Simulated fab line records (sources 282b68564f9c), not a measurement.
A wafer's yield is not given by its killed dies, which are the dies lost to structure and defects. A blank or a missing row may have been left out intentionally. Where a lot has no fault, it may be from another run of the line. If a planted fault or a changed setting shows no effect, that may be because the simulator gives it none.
Struck lot and sound lot, side by side	flow rit-cmos	18 out of 202 route steps
Sound: wafers L366.4, L366.5, L366.6. Wafers L375.1, L375.2, L375.4 were the ones struck. At the end, the cause is stated.
For every step that has rows: the tool of each side, followed by ch and its chambers, followed by its first start. Under that, the readings that differ: sound wafers	struck wafers	difference of the means	sigmas: that difference in standard deviations of wafers without a fault.
alike: readings with means less than 2 such deviations apart, plus words and numbers identical on both sides. not compared: withheld readings, readings lacking a value on some wafer, bounds such as >300 that could conceal the same value, and numbers that have no deviation in the record and whose values overlap.
Wherever a step has rows on one side only, a row that says differs or no value, or a row with sigmas, the two part there. Non-overlapping numbers with no deviation appear without sigmas and do not part them. A reading missing from all wafers of one side parts the sides only when that side holds two or more wafers.

first, 5 steps without rows for these wafers: RIT_NRETRO_COAT_01 (resist thk 1300 nm); RIT_NRETRO_SOFTBAKE_02 (time 60 s); RIT_NRETRO_EXPOSE_03 (exposes mask M4, target cd 43900 nm); RIT_NRETRO_PEB_04; RIT_NRETRO_DEVELOP_05 (develop time 68 s).
RIT_NRETRO_OVL_MEAS_06:
  sound on overlay-02 at day 4 06:41; struck on overlay-02 at day 6 00:32
  alike: NRETRO_OVL
then, 2 steps without rows for these wafers: RIT_NRETRO_HARDBAKE_07 (time 120 s); RIT_NRETRO_IMPLANT_08.
RIT_NRETRO_STRIP_09: strips in O2, time 180 s.
  sound on plasma-asher-04 ch 0,1, day 4 07:10; struck on plasma-asher-01 ch 0,1, day 6 00:59
  alike: drypump-motor-current-A
  not compared: rf-hours-counter-h
RIT_NRETRO_TW_MEAS_10:
  sound on film-metro-02 at day 4 07:19; struck on film-metro-03 at day 6 01:09
  alike: NRETRO_TW
then, 2 steps without rows for these wafers: RIT_PRETRO_HMDS_00 (prime time 60 s); RIT_PRETRO_COAT_01 (resist thk 1300 nm).
RIT_PRETRO_SOFTBAKE_02: time 60 s.
  sound on litho-track-01 ch 0, day 4 07:43; struck on litho-track-02 ch 0, day 6 01:31
reading	sound	struck	difference	sigmas
heater-power-total-W (W)	34.63 34.54 34.56	41.82 41.80 41.80	+7.23	+99 or more
plate-temp-C (C)	89.73 89.84 89.96	103.27 103.34 103.36	+13.48	+99 or more
model.NOVOLAK_of_PRETRO_COAT_01.thk-nm (nm)	1302 1307 1304	1253 1255 1255	-50	
then, 2 steps without rows for these wafers: RIT_PRETRO_EXPOSE_03 (exposes mask M5, target cd 43700 nm); RIT_PRETRO_PEB_04.
RIT_PRETRO_DEVELOP_05: develop time 68 s.
  sound on litho-track-01 ch 0; struck on litho-track-02 ch 0
reading	sound	struck	difference	sigmas
model.NOVOLAK_of_PRETRO_COAT_01.thk-nm (nm)	1301 1306 1304	1253 1254 1254	-50	
RIT_PRETRO_OVL_MEAS_06:
  sound on overlay-02 at day 4 08:14; struck on overlay-02 at day 6 02:05
  alike: PRETRO_OVL
RIT_M1_PROBE_99:
  sound on prober-02 at day 5 11:35; struck on prober-01 at day 7 06:23
  alike: killed-at-contacts, killed-at-front-end, killed-dies, killed-open, killed-short

== WHERE THEY PART ==
Only at RIT_PRETRO_SOFTBAKE_02, within this record. Later steps at which nothing parts them and some readings are alike: RIT_PRETRO_OVL_MEAS_06, RIT_M1_PROBE_99.

WHY: what had been put in by the simulator
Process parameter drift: litho-track-02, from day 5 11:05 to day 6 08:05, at RIT_PRETRO_SOFTBAKE_02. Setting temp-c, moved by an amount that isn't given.
